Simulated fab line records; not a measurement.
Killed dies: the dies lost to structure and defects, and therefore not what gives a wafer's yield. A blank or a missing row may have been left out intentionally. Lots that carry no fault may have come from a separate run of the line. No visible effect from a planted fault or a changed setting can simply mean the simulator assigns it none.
One fault seen from 2 desks ; flow berkeley cmos170 ; only its own numbers are on each desk; what lay behind them is given at the end

## DESK OF THE TOOL OWNER: implanter-02
The tool's own readings at UCB170_PSD_IMPLANT_08, given as means over the sampled wafers that have a number, one for each lot that went through this tool. If a lot's mean is further than 4 standard deviations from the usual mean, the lot is out of limits and carries the mark OUT (the distance appears in the brackets).
Columns: A = beam energy keV at UCB170_PSD_IMPLANT_08, usual 19.999
lot;first seen here;A
L773;day 9 01:16;20.002
L776;day 9 21:04;19.994
L779;day 10 17:39;19.997
L786;day 12 04:00;19.998
L785;day 12 04:18;16.394 (-99 or more) OUT
L788;day 12 08:28;16.396 (-99 or more) OUT
This desk finds L785, L788 out of limits, L785 being first, at day 12 04:18 (beam energy keV at UCB170_PSD_IMPLANT_08). Within limits: L773, L776, L779, L786.

## AT THE METROLOGY DESK
Lot by lot, what the gauges showed, no matter which tool ran the lot: averages of those sampled wafers that carry a number. If a lot's mean is further than 4 standard deviations from the usual mean, the lot is out of limits and carries the mark OUT (the distance appears in the brackets).
Columns: A = SACOX_OXIDE_THK at UCB170_SACOX_THK_MEAS_02, usual 14.3 nm; B = PSD_TW at UCB170_PSD_TW_MEAS_10, usual 2305; C = PSD_RS at UCB170_SDANNEAL_RS_MEAS_02, usual 75.5 ohm/sq; D = V2_BOW at UCB170_V2_BOW_MEAS_03, usual 36 um
lot;first seen here;A;B;C;D
L770;day 6 12:08;13.9;2316;75.8;30
L769;day 6 12:09;14.1;2314;75.6;35
L772;day 6 21:19;14.0;2287;75.4;37
L771;day 6 21:19;14.0;2287;75.6;37
L773;day 6 21:22;14.3;2293;75.2;44
L774;day 7 06:04;14.3;2316;75.6;39
L775;day 7 17:04;14.4;2320;75.6;40
L776;day 7 17:05;14.4;2304;76.0;38
L779;day 8 17:29;14.9;2287;75.0;35
L780;day 8 17:32;14.0;2313;76.0;35
L778;day 8 17:33;14.4;2311;75.6;36
L785;day 10 06:31;14.8;2212 (-7.2) OUT;77.8 (+7.5) OUT;29
L786;day 10 06:35;14.5;2300;75.7;40
L788;day 10 12:41;14.1;2199 (-8.1) OUT;77.8 (+7.4) OUT;38
This desk's finding: out of limits on L785, L788; first on L785, day 12 04:33 (PSD_TW at UCB170_PSD_TW_MEAS_10). Within limits: L770, L769, L772, L771, L773, L774, L775, L776, L779, L780, L778, L786.

## TAKEN TOGETHER
On L785, L788, at day 12 04:18, an alarm was possible from the tool owner's desk.
The metrology desk could have raised an alarm at day 12 04:33, on L785, L788.
The lots listed all ran UCB170_PSD_IMPLANT_08 on implanter-02.

## WHAT THE SIMULATOR HAD INSERTED
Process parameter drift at UCB170_PSD_IMPLANT_08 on implanter-02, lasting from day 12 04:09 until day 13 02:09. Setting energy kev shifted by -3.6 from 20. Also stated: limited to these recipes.
Struck lots among those shown: L785, L788.
Hours from the fault's start to each desk's first reading out of limits: the tool owner's desk, 0; the metrology desk, 0.
